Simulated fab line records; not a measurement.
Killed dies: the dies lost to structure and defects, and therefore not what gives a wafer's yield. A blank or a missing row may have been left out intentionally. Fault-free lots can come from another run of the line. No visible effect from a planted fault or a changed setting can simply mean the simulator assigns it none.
The same fault as seen by 2 desks -- flow rit cmos -- each desk holds nothing but its own numbers, with what lay behind them at the end

## METROLOGY DESK
What the gauges read for every lot (on any tool): the sampled wafers with a number, averaged. Marked OUT: a lot whose mean sits more than 4 standard deviations from the usual mean, which makes it out of limits; the brackets give that distance.
Columns: A = PLDD_RS at RIT_SDANNEAL_RS_MEAS_06, usual 178.5 ohm/sq
lot,first seen here,A
L371,day 3 04:01,178.3
L372,day 3 10:50,178.5
L373,day 3 13:28,178.0
L374,day 3 21:04,178.1
L378,day 4 16:39,173.9 (-9.5) OUT
L379,day 5 02:01,173.0 (-11) OUT
L380,day 5 07:46,173.4 (-10) OUT
L381,day 5 11:25,178.6
L382,day 5 15:35,179.8
L386,day 6 16:36,178.1
L388,day 6 20:20,178.7
L389,day 7 00:23,178.2
L390,day 7 06:54,178.8
L391,day 7 09:41,178.5
L393,day 7 20:26,177.8
This desk finds L378, L379, L380 out of limits, with the earliest case on L378 at day 4 16:39 (PLDD_RS at RIT_SDANNEAL_RS_MEAS_06). In limits: L371, L372, L373, L374, L381, L382, L386, L388, L389, L390, L391, L393.

## TOOL OWNER'S DESK, implanter-03
For each lot that ran on this tool, the mean over its sampled wafers that have a number, from the tool's own readings at RIT_PLDD_IMPLANT_08. Marked OUT: a lot whose mean sits more than 4 standard deviations from the usual mean, which makes it out of limits; the brackets give that distance.
Columns: A = beam energy keV at RIT_PLDD_IMPLANT_08, usual 19.999; B = tilt deg at RIT_PLDD_IMPLANT_08, usual 7.001 degrees
lot,first seen here,A,B
L372,day 3 04:11,19.996,6.990
L373,day 3 06:50,20.000,6.991
L378,day 4 10:08,21.588 (+99 or more) OUT,6.986
L379,day 4 19:29,21.581 (+99 or more) OUT,7.002
L380,day 5 01:23,21.567 (+99 or more) OUT,6.990
This desk finds L378, L379, L380 out of limits, L378 being first, at day 4 10:08 (beam energy keV at RIT_PLDD_IMPLANT_08). In limits: L372, L373.

## PUT TOGETHER
On L378, L379, L380, at day 4 10:08, an alarm was possible from the tool owner's desk.
Metrology desk: alarm possible at day 4 16:39 on L378, L379, L380.
The lots listed all ran RIT_PLDD_IMPLANT_08 on implanter-03.

## WHAT HAD BEEN PUT IN BY THE SIMULATOR
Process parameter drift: implanter-03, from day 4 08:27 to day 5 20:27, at RIT_PLDD_IMPLANT_08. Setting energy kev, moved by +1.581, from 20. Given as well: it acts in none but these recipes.
Shown lots that were struck: L378, L379, L380.
Delay (hours) between the fault's onset and each desk's first out-of-limits reading: 2 at the tool owner's desk, 8 at the metrology desk.
